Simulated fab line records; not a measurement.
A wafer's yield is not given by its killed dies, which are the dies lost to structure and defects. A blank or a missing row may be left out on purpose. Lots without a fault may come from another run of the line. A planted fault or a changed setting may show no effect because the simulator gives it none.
Split-lot trial :: flow berkeleyCmos170 :: 5 lots, 23 wafers read, on a route of 331 steps

== ABOUT THE SPLIT ==
At UCB170_CONTACT_CVD_01 (deposits PSG from SiH4/O2/PH3, target thk 700 nm, time 2820 s), the setting pressureMtorr was moved away from the recipe's 300 mTorr on 10 of the 23 wafers read, by -9.4% to +13.7%. All remaining wafers had this setting at the recipe value.

The file shows no step between the split and the reading.

== THE READING ==
CONTACT_PSG_THK (nm), taken at UCB170_CONTACT_THK_MEAS_02. Fault-free wafers of this fab line usually give 703 nm, standard deviation 4.6 nm.

wafer: L075.1
tool, chamber at the split: -, -
pressureMtorr as run, mTorr: 341.2
against the recipe: +13.7%
CONTACT_PSG_THK, nm: 752
against lot-mates on the recipe: no lot-mate on the recipe

wafer: L075.2
tool, chamber at the split: -, -
pressureMtorr as run, mTorr: 341.2
against the recipe: +13.7%
CONTACT_PSG_THK, nm: 748
against lot-mates on the recipe: no lot-mate on the recipe

wafer: L075.3
tool, chamber at the split: -, -
pressureMtorr as run, mTorr: 341.2
against the recipe: +13.7%
CONTACT_PSG_THK, nm: 754
against lot-mates on the recipe: no lot-mate on the recipe

wafer: L075.4
tool, chamber at the split: -, -
pressureMtorr as run, mTorr: 341.2
against the recipe: +13.7%
CONTACT_PSG_THK, nm: 755
against lot-mates on the recipe: no lot-mate on the recipe

wafer: L075.5
tool, chamber at the split: -, -
pressureMtorr as run, mTorr: 341.2
against the recipe: +13.7%
CONTACT_PSG_THK, nm: 754
against lot-mates on the recipe: no lot-mate on the recipe

wafer: L077.2
tool, chamber at the split: -, -
pressureMtorr as run, mTorr: 300
against the recipe: recipe
CONTACT_PSG_THK, nm: 705
against lot-mates on the recipe: -

wafer: L077.3
tool, chamber at the split: -, -
pressureMtorr as run, mTorr: 300
against the recipe: recipe
CONTACT_PSG_THK, nm: 705
against lot-mates on the recipe: -

wafer: L077.4
tool, chamber at the split: -, -
pressureMtorr as run, mTorr: 300
against the recipe: recipe
CONTACT_PSG_THK, nm: 702
against lot-mates on the recipe: -

wafer: L077.5
tool, chamber at the split: -, -
pressureMtorr as run, mTorr: 300
against the recipe: recipe
CONTACT_PSG_THK, nm: 707
against lot-mates on the recipe: -

wafer: L077.6
tool, chamber at the split: -, -
pressureMtorr as run, mTorr: 300
against the recipe: recipe
CONTACT_PSG_THK, nm: 701
against lot-mates on the recipe: -

wafer: L081.1
tool, chamber at the split: lpcvd-02, 1
pressureMtorr as run, mTorr: 300
against the recipe: recipe
CONTACT_PSG_THK, nm: 710
against lot-mates on the recipe: -

wafer: L081.2
tool, chamber at the split: lpcvd-02, 1
pressureMtorr as run, mTorr: 300
against the recipe: recipe
CONTACT_PSG_THK, nm: 709
against lot-mates on the recipe: -

wafer: L081.3
tool, chamber at the split: lpcvd-02, 1
pressureMtorr as run, mTorr: 300
against the recipe: recipe
CONTACT_PSG_THK, nm: 711
against lot-mates on the recipe: -

wafer: L083.1
tool, chamber at the split: -, -
pressureMtorr as run, mTorr: 300
against the recipe: recipe
CONTACT_PSG_THK, nm: 708
against lot-mates on the recipe: -

wafer: L083.2
tool, chamber at the split: -, -
pressureMtorr as run, mTorr: 300
against the recipe: recipe
CONTACT_PSG_THK, nm: 703
against lot-mates on the recipe: -

wafer: L083.3
tool, chamber at the split: -, -
pressureMtorr as run, mTorr: 300
against the recipe: recipe
CONTACT_PSG_THK, nm: 710
against lot-mates on the recipe: -

wafer: L083.5
tool, chamber at the split: -, -
pressureMtorr as run, mTorr: 300
against the recipe: recipe
CONTACT_PSG_THK, nm: 712
against lot-mates on the recipe: -

wafer: L083.6
tool, chamber at the split: -, -
pressureMtorr as run, mTorr: 300
against the recipe: recipe
CONTACT_PSG_THK, nm: 703
against lot-mates on the recipe: -

wafer: L085.1
tool, chamber at the split: -, -
pressureMtorr as run, mTorr: 271.8
against the recipe: -9.4%
CONTACT_PSG_THK, nm: 668
against lot-mates on the recipe: no lot-mate on the recipe

wafer: L085.2
tool, chamber at the split: -, -
pressureMtorr as run, mTorr: 271.8
against the recipe: -9.4%
CONTACT_PSG_THK, nm: 666
against lot-mates on the recipe: no lot-mate on the recipe

wafer: L085.3
tool, chamber at the split: -, -
pressureMtorr as run, mTorr: 271.8
against the recipe: -9.4%
CONTACT_PSG_THK, nm: 676
against lot-mates on the recipe: no lot-mate on the recipe

wafer: L085.4
tool, chamber at the split: -, -
pressureMtorr as run, mTorr: 271.8
against the recipe: -9.4%
CONTACT_PSG_THK, nm: 671
against lot-mates on the recipe: no lot-mate on the recipe

wafer: L085.5
tool, chamber at the split: -, -
pressureMtorr as run, mTorr: 271.8
against the recipe: -9.4%
CONTACT_PSG_THK, nm: 677
against lot-mates on the recipe: no lot-mate on the recipe

THE FIT
A straight line over all 23 wafers: CONTACT_PSG_THK changes by +3.48 nm for each +1% of pressureMtorr; r = +0.99; the points scatter about the line by 3.9 nm.
Too few moved wafers have a lot-mate on the recipe to fit a line with each lot's own level taken away.

== THE WHOLE CHAIN: every reading that the file lists as answering this split, in the file's order ==
step: UCB170_CONTACT_CVD_01
what it does: deposits PSG from SiH4/O2/PH3, target thk 700 nm, time 2820 s
reading: PSG_of_CONTACT_CVD_01.thkNm (the simulator's own value, which no gauge read)
change (the file's fit): +3.5 nm for each +1% of the setting
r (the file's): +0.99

step: UCB170_CONTACT_THK_MEAS_02
what it does: 
reading: CONTACT_PSG_THK
change (the file's fit): +3.48 for each +1% of the setting
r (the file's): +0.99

step: UCB170_CONTACT_ETCH_18
what it does: etches PSG in CHF3/CF4/Ar, stops on TiSi2, target depth 840 nm, time 195 s
reading: CONTACT.featureDepthNm (the simulator's own value, which no gauge read)
change (the file's fit): +3.5 nm for each +1% of the setting
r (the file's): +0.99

step: UCB170_CONTACT_ETCH_18
what it does: etches PSG in CHF3/CF4/Ar, stops on TiSi2, target depth 840 nm, time 195 s
reading: etch.depthNm (the simulator's own value, which no gauge read)
change (the file's fit): +3.43 nm for each +1% of the setting
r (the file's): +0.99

step: UCB170_M1_METAL_ETCH_12
what it does: etches Al in Cl2/BCl3, stops on PSG, target depth 780 nm, time 130 s
reading: PSG_of_CONTACT_CVD_01.thkNm (the simulator's own value, which no gauge read)
change (the file's fit): +3.39 nm for each +1% of the setting
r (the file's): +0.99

== FILE'S OWN FIT ==
CONTACT_PSG_THK changes by +3.48 nm for each +1% of pressureMtorr, r = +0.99.
